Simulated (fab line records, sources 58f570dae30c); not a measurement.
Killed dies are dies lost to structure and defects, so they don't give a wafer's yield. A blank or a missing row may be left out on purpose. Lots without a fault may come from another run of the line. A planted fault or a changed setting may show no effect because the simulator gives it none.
Which tool did it? | flow berkeley_cmos170 | 7 lots, 21 wafers sampled, at 2 steps of a route of 331

WHAT THE GAUGES READ, wafer by wafer
UCB170_NWELL_THK_MEAS_02.
lot  | measured    | on            | NWELL_OXIDE_THK (nm)
L885 | day 2 07:38 | film_metro-02 | 27.3 26.7 27.1
L887 | day 2 12:13 | film_metro-01 | 26.6 26.8 26.4
L889 | day 3 05:09 | film_metro-01 | 26.0 26.3 26.3
L892 | day 3 20:02 | film_metro-02 | 25.6 25.5 26.1
L894 | day 4 00:32 | film_metro-03 | 26.9 26.6 26.3
L897 | day 4 16:38 | film_metro-03 | 26.7 27.1 27.0
L900 | day 5 12:19 | film_metro-01 | 39.7 39.6 39.5

WHICH TOOL RAN EACH LOT (tool, then ch and the chambers of the sampled wafers, then the start)
lot  | UCB170_NWELL_OXIDATION_01
L885 | furnace-02 ch 0, day 2 06:17
L887 | furnace-03 ch 0, day 2 10:52
L889 | furnace-03 ch 0, day 3 03:48
L892 | furnace-02 ch 0, day 3 18:39
L894 | furnace-03 ch 0, day 3 23:10
L897 | furnace-02 ch 0, day 4 15:17
L900 | furnace-02 ch 0, day 5 09:03 and furnace-03 ch 0, day 5 10:56
- UCB170_NWELL_OXIDATION_01: target thk 26.4 nm, ox time 1260 s.

THE ANSWER, worked out from the rows above alone
Rule: what is usual is taken from the lots themselves. Put in order of their means at a reading, lots are off if they are a third of the lots or fewer, leave a main group of 4 or more, and stand apart from it by a gap of 3 or more times the standard deviation of the main group's means; of several such gaps the widest counts. A main group whose means are all the same, to the digits that the tables above print for the reading, isn't used. A lot without any number at a reading at which 4 lots or more have one is off too. The other lots that the step has rows for count as sound.
Off: L900, at UCB170_NWELL_THK_MEAS_02 (NWELL_OXIDE_THK). The main group: mean 26.5 nm, standard deviation 0.44.
A tool fits if, at a process step before that reading, it ran every lot that is off, and no sound lot after the first of them. The gauges at UCB170_NWELL_THK_MEAS_02 are tried like those tools. Can't be told from this: 3 tools fit, furnace-02 at UCB170_NWELL_OXIDATION_01, furnace-03 at UCB170_NWELL_OXIDATION_01, film_metro-01 at UCB170_NWELL_THK_MEAS_02.

WHAT THE SIMULATOR HAD PUT IN
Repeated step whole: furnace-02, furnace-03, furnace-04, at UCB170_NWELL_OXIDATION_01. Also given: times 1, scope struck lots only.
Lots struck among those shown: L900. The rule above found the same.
